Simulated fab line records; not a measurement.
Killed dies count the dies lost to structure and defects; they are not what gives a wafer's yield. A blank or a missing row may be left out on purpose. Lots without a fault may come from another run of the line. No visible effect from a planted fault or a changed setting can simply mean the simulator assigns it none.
What tool caused it? | flow ritCmos | Sampling: 13 lots, 39 wafers, 2 of 202 route steps

## WHAT THE GAUGES SHOWED, per wafer
No reading from a measuring or inspecting step in the record can be judged against a usual standard deviation.

## WHAT TOOL EACH LOT RAN ON (gives the tool, then ch and the chambers of the sampled wafers, and finally the start)
lot  | RIT_NSD_COAT_01                 | RIT_M1_PROBE_99
L997 | lithoTrack-02 ch 0, day 2 22:58 | -
L998 | lithoTrack-01 ch 0, day 3 05:01 | -
L999 | lithoTrack-02 ch 0, day 3 11:52 | -
L100 | lithoTrack-03 ch 0, day 3 13:49 | -
L101 | lithoTrack-02 ch 0, day 3 21:02 | -
L102 | lithoTrack-02 ch 0, day 4 00:16 | -
L110 | lithoTrack-03 ch 0, day 5 19:22 | -
L111 | lithoTrack-03 ch 0, day 6 03:56 | -
L112 | lithoTrack-01 ch 0, day 6 10:19 | -
L113 | lithoTrack-02 ch 0, day 6 10:41 | prober-01, day 7 00:06
L116 | lithoTrack-02 ch 0, day 7 02:55 | -
L117 | lithoTrack-02 ch 0, day 7 08:17 | -
L118 | lithoTrack-02 ch 0, day 7 17:53 | -
- RIT_NSD_COAT_01: resist thk 1000 nm.
- RIT_M1_PROBE_99

## AS READ BY THE TOOLS THEMSELVES (means over the sampled wafers that have a number; for cases with no such wafer, the mark the record gives instead)
RIT_NSD_COAT_01. Usual: exhaustPa 45.0 Pa, standard deviation 0.92; spinSpeedRpm 3249.8 rpm, standard deviation 2.1.
lot  | tool          | exhaustPa (Pa) | spinSpeedRpm (rpm) | flag
L997 | lithoTrack-02 | 44.9           | 3250.6             | 
L998 | lithoTrack-01 | 45.5           | 3251.4             | 
L999 | lithoTrack-02 | 44.5           | 3251.7             | 
L100 | lithoTrack-03 | 45.4           | 3247.1             | 
L101 | lithoTrack-02 | 45.6           | 3248.3             | 
L102 | lithoTrack-02 | 44.9           | 3246.3             | 
L110 | lithoTrack-03 | 45.0           | 3383.8             | OFF
L111 | lithoTrack-03 | 44.2           | 3384.6             | OFF
L112 | lithoTrack-01 | 45.5           | 3250.2             | 
L113 | lithoTrack-02 | 45.3           | 3251.1             | 
L116 | lithoTrack-02 | 44.0           | 3248.0             | 
L117 | lithoTrack-02 | 45.2           | 3249.1             | 
L118 | lithoTrack-02 | 44.7           | 3250.5             | 

RIT_M1_PROBE_99. Usual: killedAtContacts 0.0, standard deviation 0.25; killedAtFrontEnd 6.6, standard deviation 2.7; killedDies 6.7, standard deviation 2.7; killedOpen 3.3, standard deviation 1.9; killedShort 3.4, standard deviation 1.9.
lot  | tool      | killedAtContacts | killedAtFrontEnd | killedDies | killedOpen | killedShort | flag
L113 | prober-01 | 0.0              | 4.0              | 4.0        | 2.0        | 2.0         | 

## THE ANSWER, worked out from the rows above alone
Rule: lot off if the mean of its wafers having a number is beyond 3 standard deviations from the usual mean. Also off: a lot with no number at a reading for which 4 or more lots have one. The other lots that the step has rows for count as sound. Order of review: gauges by route order, followed by the tools' own readings, for which a lot's mean as printed above is used. The first step at which some lot is off is used, and at that step the reading that is off furthest; a lot without a number counts as furthest.
Off at RIT_NSD_COAT_01 (spinSpeedRpm): L110, L111.
A tool fits if, at that step or a process step before it, it ran every lot that is off, and no sound lot after the first of them. One fits: lithoTrack-03 at RIT_NSD_COAT_01. A fault onset in the window from L100 (day 3 13:49, its last sound lot) to L110 (day 5 19:22, its first lot off) fits.
The tool's own readings at RIT_NSD_COAT_01 bear it out: on the lots that are off they differ by more than 5 times the standard deviation of the sound lots' means. spinSpeedRpm reads 3384.2 rpm there against 3249.5 rpm on the sound lots.

## WHAT WAS PUT IN BY THE SIMULATOR
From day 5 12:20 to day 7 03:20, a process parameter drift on lithoTrack-03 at RIT_NSD_COAT_01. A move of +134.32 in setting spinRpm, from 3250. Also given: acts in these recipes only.
Struck lots among those shown: L110, L111. The same result came from the rule above.
